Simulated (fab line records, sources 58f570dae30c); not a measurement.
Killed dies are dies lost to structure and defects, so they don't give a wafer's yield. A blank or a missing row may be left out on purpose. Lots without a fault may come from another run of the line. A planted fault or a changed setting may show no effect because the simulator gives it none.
fab line records | flow berkeley_cmos170
record lots=14 wafers=42 last_day=12
route steps=331 shown CONTACT@218 V1@256
lots that met no fault: from a run of the same line without faults
start_h: hours from the record's first day to the start of the lot's first wafer shown | wait_h: hours since the lot's step before | " the same as in the row above | L1.1+2: a row that stands for several wafers | - no value, or no start given | * or withheld: withheld | < > ~ a bound
route shown NAME@n: a module of which the file shows steps, and the number in the route of the first | usual: mean/standard deviation of fault-free wafers | same: alike in all rows | chamber/n: place in a boat | sites: the reading at each site | _std_site: their standard deviation | _edge_site: outer sites' mean less inner sites' | radius_mm: how far each site lies from the wafer's centre | mask NAME#n: copy n | behind: the tool/chamber that last shaped the wafer | hold: why the lot was held/for how many hours/how that ended | device: the transistor (n, p or np) that didn't switch | end of line: the same wafers' tests at the end of the route | a step without rows: its recipe alone | killed: dies lost to structure and defects at the first sort, not the wafer's yield | map: a wafer's dies, x killed, . not, _ none there
set.NAME: the setting as run; set.NAME@STEP: as run at that earlier step | model.NAME: the simulator's own value behind a step, which no gauge read
steps of the route over a sample of lots; a table a step, a row a wafer
services: from which hour (start_h, from the record's first day; less than 0 if before it) a tool's chamber was out of use, for how many hours, and why
## steps
# step UCB170_CONTACT_THK_MEAS_02
# recipe reads=PSG_of_CONTACT_CVD_01
# usual CONTACT_PSG_THK=700/8.2
# columns lot.wafer tool chamber start_h wait_h CONTACT_PSG_THK[nm]
L334.2 film_metro-02 - 147.27 0.0 705
L334.3 " - " " 697
L334.5 " - " " 695
L336.3 film_metro-01 - 158.46 0.0 691
L336.4 " - " " 696
L336.5 " - " " 693
L335.2 film_metro-01 - 159.10 0.0 689
L335.4 " - " " 688
L335.6 " - " " 687
L338.1 film_metro-01 - 164.82 0.0 700
L338.2 " - " " 699
L338.3 " - " " 700
L339.2 film_metro-04 - 166.58 0.0 702
L339.4 " - " " 704
L339.5 " - " " 703
L340.3 film_metro-01 - 173.80 0.0 690
L340.4 " - " " 700
L340.6 " - " " 697
L341.2 film_metro-04 - 173.94 0.0 698
L341.3 " - " " 697
L341.4 " - " " 697
L342.1 film_metro-02 - 175.56 0.0 706
L342.2 " - " " 706
L342.5 " - " " 706
L343.1 film_metro-01 - 190.38 0.1 703
L343.3 " - " " 701
L343.5 " - " " 703
L344.2 film_metro-01 - 192.12 0.0 703
L344.5 " - " " 698
L344.6 " - " " 697
L345.1 film_metro-02 - 210.92 0.0 707
L345.2 " - " " 696
L345.5 " - " " 699
L352.2 film_metro-04 - 243.92 0.0 697
L352.4 " - " " 698
L352.6 " - " " 706
L353.1 film_metro-02 - 255.54 0.0 678
L353.2 " - " " 690
L353.3 " - " " 685
L357.1 film_metro-04 - 266.35 0.0 696
L357.3 " - " " 700
L357.6 " - " " 700
# step UCB170_CONTACT_OVL_MEAS_16
# usual CONTACT_OVL=-1/5.1
# columns lot.wafer tool chamber start_h wait_h CONTACT_OVL[nm]
L334.2 overlay-01 - 150.16 0.1 -2
L334.3 " - " " 3
L334.5 " - " " 0
L336.3 overlay-01 - 160.78 0.1 2
L336.4 " - " " 0
L336.5 " - " " -7
L335.2 overlay-02 - 161.27 0.1 -7
L335.4 " - " " -1
L335.6 " - " " -7
L338.1 overlay-02 - 167.24 0.1 7
L338.2 " - " " 15
L338.3 " - " " 9
L339.2 overlay-02 - 169.53 0.1 1
L339.4 " - " " 9
L339.5 " - " " -3
L340.3 overlay-02 - 175.68 0.1 7
L340.4 " - " " 0
L340.6 " - " " -6
L341.2 overlay-01 - 175.95 0.1 2
L341.3 " - " " 0
L341.4 " - " " 3
L342.1 overlay-01 - 177.51 0.1 -7
L342.2 " - " " 0
L342.5 " - " " -6
L343.1 overlay-02 - 192.58 0.1 1
L343.3 " - " " -1
L343.5 " - " " -1
L344.2 overlay-02 - 194.86 0.1 3
L344.5 " - " " 8
L344.6 " - " " 1
L345.1 overlay-02 - 212.91 0.1 -6
L345.2 " - " " -15
L345.5 " - " " -11
L352.2 overlay-02 - 247.55 0.1 4
L352.4 " - " " -1
L352.6 " - " " 8
L353.1 overlay-02 - 257.92 0.1 -7
L353.2 " - " " -6
L353.3 " - " " -3
L357.1 overlay-02 - 269.67 0.1 -3
L357.3 " - " " -5
L357.6 " - " " 1
# step UCB170_V1_CMP_02
# recipe material=SiO2 down_force_psi=6 platen_rpm=60 pad_velocity_m_s=0.75398
# usual motor_current_A=16.9/0.95
# columns lot.wafer tool chamber start_h wait_h motor_current_A
L334.3 cmp-02 3 157.86 0.1 16.8
L334.2 " 0 " " 16.2
L334.5 " 3 " " 17.5
L335.2 cmp-01 0 167.66 0.0 16.4
L335.4 " 2 " " 16.1
L335.6 " 1 " " 14.7
L336.3 cmp-02 1 167.71 0.1 18.1
L336.4 " 3 " " 16.6
L336.5 " 1 " " 17.4
L338.2 cmp-01 3 174.41 0.0 18.0
L338.3 " 0 " " 17.3
L338.1 " 1 " " 15.4
L339.2 cmp-01 0 174.71 0.3 17.2
L339.4 " 1 " " 15.7
L339.5 " 1 " " 16.3
L340.4 cmp-02 1 187.74 0.1 18.1
L340.3 " 2 " " 17.0
L340.6 " 3 " " 17.2
L341.2 cmp-02 0 187.94 0.3 17.3
L341.3 " 2 " " 16.8
L341.4 " 3 " " 16.8
L342.1 cmp-02 0 188.29 0.5 17.6
L342.2 " 1 " " 18.7
L342.5 " 3 " " 17.6
L343.1 cmp-01 2 205.20 0.1 16.1
L343.3 " 3 " " 17.1
L343.5 " 3 " " 16.9
L344.2 cmp-02 3 205.46 0.3 17.0
L344.5 " 2 " " 17.4
L344.6 " 3 " " 17.0
L345.1 cmp-02 0 218.90 0.1 17.1
L345.2 " 3 " " 18.6
L345.5 " 0 " " 16.6
L352.2 cmp-01 2 252.54 0.2 16.0
L352.4 " 3 " " 17.0
L352.6 " 2 " " 14.9
L353.1 cmp-01 0 262.97 0.1 16.6
L353.3 " 1 " " 15.2
L353.2 " 3 " " 17.4
L357.3 cmp-01 3 276.96 0.0 18.4
L357.1 " 0 " " 17.3
L357.6 " 0 " " 16.7
# step UCB170_V1_THK_MEAS_04
# recipe reads=SiO2_of_V1_CVD_00
# usual V1_POLISHED_THK=999.9/1.4
# columns lot.wafer tool chamber start_h wait_h V1_POLISHED_THK[nm]
L334.2 film_metro-03 - 158.28 0.1 998.8
L334.3 " - " " 999.9
L334.5 " - " " 999.9
L335.2 film_metro-01 - 168.09 0.1 998.0
L335.4 " - " " 999.4
L335.6 " - " " 1001.1
L336.3 film_metro-03 - 168.10 0.1 999.0
L336.4 " - " " 1002.3
L336.5 " - " " 998.8
L338.1 film_metro-03 - 174.83 0.1 1000.3
L338.2 " - " " 1001.9
L338.3 " - " " 998.1
L339.2 film_metro-01 - 175.14 0.1 998.9
L339.4 " - " " 1000.2
L339.5 " - " " 999.9
L340.3 film_metro-01 - 188.08 0.1 999.3
L340.4 " - " " 998.2
L340.6 " - " " 1001.1
L341.2 film_metro-02 - 188.37 0.1 1000.2
L341.3 " - " " 1001.5
L341.4 " - " " 1002.0
L342.1 film_metro-03 - 188.66 0.1 999.7
L342.2 " - " " 996.5
L342.5 " - " " 1001.1
L343.1 film_metro-03 - 205.62 0.1 1000.1
L343.3 " - " " 1001.2
L343.5 " - " " 1001.9
L344.2 film_metro-01 - 205.84 0.1 1077.0
L344.5 " - " " 1075.3
L344.6 " - " " 1076.7
L345.1 film_metro-03 - 219.32 0.1 1076.9
L345.2 " - " " 1077.4
L345.5 " - " " 1075.8
L352.2 film_metro-02 - 252.92 0.1 999.2
L352.4 " - " " 1000.9
L352.6 " - " " 998.5
L353.1 film_metro-02 - 263.39 0.1 999.1
L353.2 " - " " 998.3
L353.3 " - " " 1000.3
L357.1 film_metro-02 - 277.38 0.1 998.0
L357.3 " - " " 998.6
L357.6 " - " " 997.4
# step UCB170_V1_OVL_MEAS_13
# usual V1_OVL=-1/4.9
# columns lot.wafer tool chamber start_h wait_h V1_OVL[nm]
L334.2 overlay-01 - 160.05 0.1 -2
L334.3 " - " " 3
L334.5 " - " " -2
L335.2 overlay-01 - 171.54 0.1 -4
L335.4 " - " " 3
L335.6 " - " " -6
L336.3 overlay-01 - 171.87 0.1 6
L336.4 " - " " -1
L336.5 " - " " 4
L338.1 overlay-02 - 176.23 0.1 13
L338.2 " - " " 3
L338.3 " - " " 3
L339.2 overlay-02 - 176.53 0.1 -1
L339.4 " - " " -1
L339.5 " - " " 5
L340.3 overlay-02 - 189.46 0.1 -1
L340.4 " - " " -10
L340.6 " - " " -7
L341.2 overlay-01 - 189.73 0.1 6
L341.3 " - " " 3
L341.4 " - " " 7
L342.1 overlay-01 - 190.13 0.1 4
L342.2 " - " " -2
L342.5 " - " " -9
L343.1 overlay-02 - 207.15 0.1 6
L343.3 " - " " 3
L343.5 " - " " 3
L344.2 overlay-01 - 207.43 0.1 5
L344.5 " - " " -3
L344.6 " - " " 1
L345.1 overlay-02 - 220.76 0.1 1
L345.2 " - " " -1
L345.5 " - " " 4
L352.2 overlay-01 - 254.72 0.1 7
L352.4 " - " " 3
L352.6 " - " " 2
L353.1 overlay-01 - 266.59 0.1 -2
L353.2 " - " " -7
L353.3 " - " " -8
L357.1 overlay-02 - 278.66 0.1 7
L357.3 " - " " -5
L357.6 " - " " 3
## services
# columns tool chamber start_h hours kind
cmp-02 - 141.84 3.9 pm
cmp-01 - 144.18 0.6 repair
cmp-01 - 187.45 1.4 repair
cmp-02 - 202.78 2.6 repair
cmp-02 - 219.71 8.7 pm
cmp-02 - 228.70 4.4 repair
cmp-01 - 239.82 4.0 pm
cmp-01 - 243.82 - consumable_replace:conditioner
cmp-01 - 243.82 - consumable_replace:pad
cmp-01 - 266.33 1.8 repair
## key
first_sign step=UCB170_V1_THK_MEAS_04 reading=V1_POLISHED_THK direction=up sigmas=57 usual=999.9 struck=1076.5
effect none on later readings
met_at UCB170_V1_CMP_02
struck_lots L344,L345
not_acting_at UCB170_CONTACT_THK_MEAS_02,UCB170_CONTACT_OVL_MEAS_16,UCB170_V1_OVL_MEAS_13
onset_between 188.29 205.46
fault kind=process_parameter_drift tool=cmp-02 chamber=- onset_h=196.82 steps=UCB170_V1_CMP_02 channel=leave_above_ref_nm offset=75 shape=step end_h=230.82 acts_in=these_recipes_only stated=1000
